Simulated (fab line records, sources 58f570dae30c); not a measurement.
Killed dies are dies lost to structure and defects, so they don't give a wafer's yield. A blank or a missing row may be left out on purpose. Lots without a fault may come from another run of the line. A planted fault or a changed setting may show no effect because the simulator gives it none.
Which tool did it? | flow berkeley_cmos170 | 12 lots, 36 wafers sampled, at 4 steps of a route of 331

WHAT THE GAUGES READ, wafer by wafer
UCB170_SACOX_THK_MEAS_02.
lot  | measured    | on            | SACOX_OXIDE_THK (nm)
L489 | day 5 06:05 | film_metro-03 | 14.71 14.71 14.69
L491 | day 5 06:06 | film_metro-01 | 14.67 14.87 14.70
L490 | day 5 06:10 | film_metro-03 | 14.43 14.62 14.82
L492 | day 5 14:50 | film_metro-03 | 14.16 14.19 14.21
L497 | day 6 14:18 | film_metro-01 | 14.42 14.71 14.81
L495 | day 6 14:19 | film_metro-02 | 14.31 14.30 14.60
L496 | day 6 14:23 | film_metro-02 | 14.49 14.90 14.76
L502 | day 8 01:09 | film_metro-03 | 14.57 14.38 14.31
L504 | day 8 03:48 | film_metro-01 | 14.38 14.64 14.49
L508 | day 9 03:33 | film_metro-03 | 14.01 13.99 14.11
L510 | day 9 09:06 | film_metro-03 | 14.59 14.73 14.61
L511 | day 9 15:52 | film_metro-02 | 14.56 14.43 14.43

UCB170_M3_BOW_MEAS_20.
lot  | measured     | on            | M3_BOW (um)
L489 | day 8 03:58  | film_metro-04 | 35 30 48
L491 | day 8 03:05  | film_metro-04 | 41 29 51
L490 | day 8 03:59  | film_metro-03 | 26 33 38
L492 | day 8 11:40  | film_metro-04 | 32 35 35
L497 | day 9 14:14  | film_metro-02 | 34 36 29
L495 | day 9 15:10  | film_metro-03 | 40 31 31
L496 | day 9 13:55  | film_metro-02 | 31 32 40
L502 | day 10 21:53 | film_metro-04 | 44 36 26
L504 | day 10 21:39 | film_metro-03 | 39 39 38
L508 | day 12 02:00 | film_metro-04 | 26 38 41
L510 | day 11 20:35 | film_metro-03 | 34 35 31
L511 | day 12 09:50 | film_metro-03 | 32 46 35

WHICH TOOL RAN EACH LOT (tool, then ch and the chambers of the sampled wafers, then the start)
lot  | UCB170_PLDD_IMPLANT_08          | UCB170_SDANNEAL_RTA_01
L489 | implanter-03 ch 0, day 6 06:17  | rtp_anneal-02 ch 0, day 6 21:10
L491 | implanter-02 ch 0, day 6 09:58  | rtp_anneal-01 ch 0, day 6 20:58
L490 | implanter-02 ch 0, day 6 07:19  | rtp_anneal-02 ch 0, day 6 20:57
L492 | implanter-02 ch 0, day 6 14:12  | rtp_anneal-02 ch 0, day 7 09:25
L497 | implanter-03 ch 0, day 7 18:47  | rtp_anneal-02 ch 0, day 8 12:08
L495 | implanter-02 ch 0, day 7 19:04  | rtp_anneal-01 ch 0, day 8 11:52
L496 | implanter-02 ch 0, day 7 18:44  | rtp_anneal-01 ch 0, day 8 12:10
L502 | implanter-03 ch 0, day 9 08:11  | rtp_anneal-01 ch 0, day 9 20:16
L504 | implanter-03 ch 0, day 9 07:44  | rtp_anneal-01 ch 0, day 9 19:46
L508 | implanter-02 ch 0, day 10 08:33 | rtp_anneal-02 ch 0, day 10 20:43
L510 | implanter-02 ch 0, day 10 09:08 | rtp_anneal-02 ch 0, day 10 20:31
L511 | implanter-02 ch 0, day 10 21:17 | rtp_anneal-02 ch 0, day 11 08:11
- UCB170_PLDD_IMPLANT_08
- UCB170_SDANNEAL_RTA_01: time 5 s.

WHAT THE TOOLS THEMSELVES READ (means of the sampled wafers that have a number; where no wafer has one, the mark that the record gives instead)
UCB170_PLDD_IMPLANT_08.
lot  | tool         | tilt_deg (degrees)
L489 | implanter-03 | 7.016
L491 | implanter-02 | 6.993
L490 | implanter-02 | 6.980
L492 | implanter-02 | 7.014
L497 | implanter-03 | 7.003
L495 | implanter-02 | 7.007
L496 | implanter-02 | 7.019
L502 | implanter-03 | 6.752
L504 | implanter-03 | 6.738
L508 | implanter-02 | 7.001
L510 | implanter-02 | 6.986
L511 | implanter-02 | 7.013

UCB170_SDANNEAL_RTA_01.
lot  | tool          | lamp_power_pct (%) | wafer_temp_C_max
L489 | rtp_anneal-02 | 36.2               | 1055.1
L491 | rtp_anneal-01 | 39.7               | 1053.6
L490 | rtp_anneal-02 | 36.2               | 1054.3
L492 | rtp_anneal-02 | 36.2               | 1055.4
L497 | rtp_anneal-02 | 36.2               | 1054.0
L495 | rtp_anneal-01 | 39.8               | 1053.4
L496 | rtp_anneal-01 | 39.8               | 1053.7
L502 | rtp_anneal-01 | 39.7               | 1053.4
L504 | rtp_anneal-01 | 39.8               | 1054.3
L508 | rtp_anneal-02 | 36.2               | 1054.5
L510 | rtp_anneal-02 | 36.2               | 1054.5
L511 | rtp_anneal-02 | 36.2               | 1056.0

THE ANSWER, worked out from the rows above alone
Rule: what is usual is taken from the lots themselves. Put in order of their means at a reading, lots are off if they are a third of the lots or fewer, leave a main group of 4 or more, and stand apart from it by a gap of 3 or more times the standard deviation of the main group's means; of several such gaps the widest counts. A main group whose means are all the same, to the digits that the tables above print for the reading, isn't used. A lot without any number at a reading at which 4 lots or more have one is off too. The other lots that the step has rows for count as sound. The gauges are gone through in route order, then the tools' own readings, and for those a lot's mean is taken as printed above. The first step at which some lot is off is used, and at that step the reading that is off furthest; a lot without a number counts as furthest.
Off: L502, L504, at UCB170_PLDD_IMPLANT_08 (tilt_deg). The main group: mean 7.003 degrees, standard deviation 0.013.
A tool fits if, at that step or a process step before it, it ran every lot that is off, and no sound lot after the first of them. One fits: implanter-03 at UCB170_PLDD_IMPLANT_08. Its last sound lot is L497 (day 7 18:47), its first lot that is off L504 (day 9 07:44): a fault that began between those two fits.
The tool's own readings at UCB170_PLDD_IMPLANT_08 bear it out: on the lots that are off they differ by more than 5 times the standard deviation of the sound lots' means. tilt_deg reads 6.745 degrees there against 7.003 degrees on the sound lots.

WHAT THE SIMULATOR HAD PUT IN
Process parameter drift: implanter-03, from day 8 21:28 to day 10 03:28, at UCB170_PLDD_IMPLANT_08. Setting tilt_deg, moved by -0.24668, from 7. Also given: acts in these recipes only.
Lots struck among those shown: L502, L504. The rule above found the same.
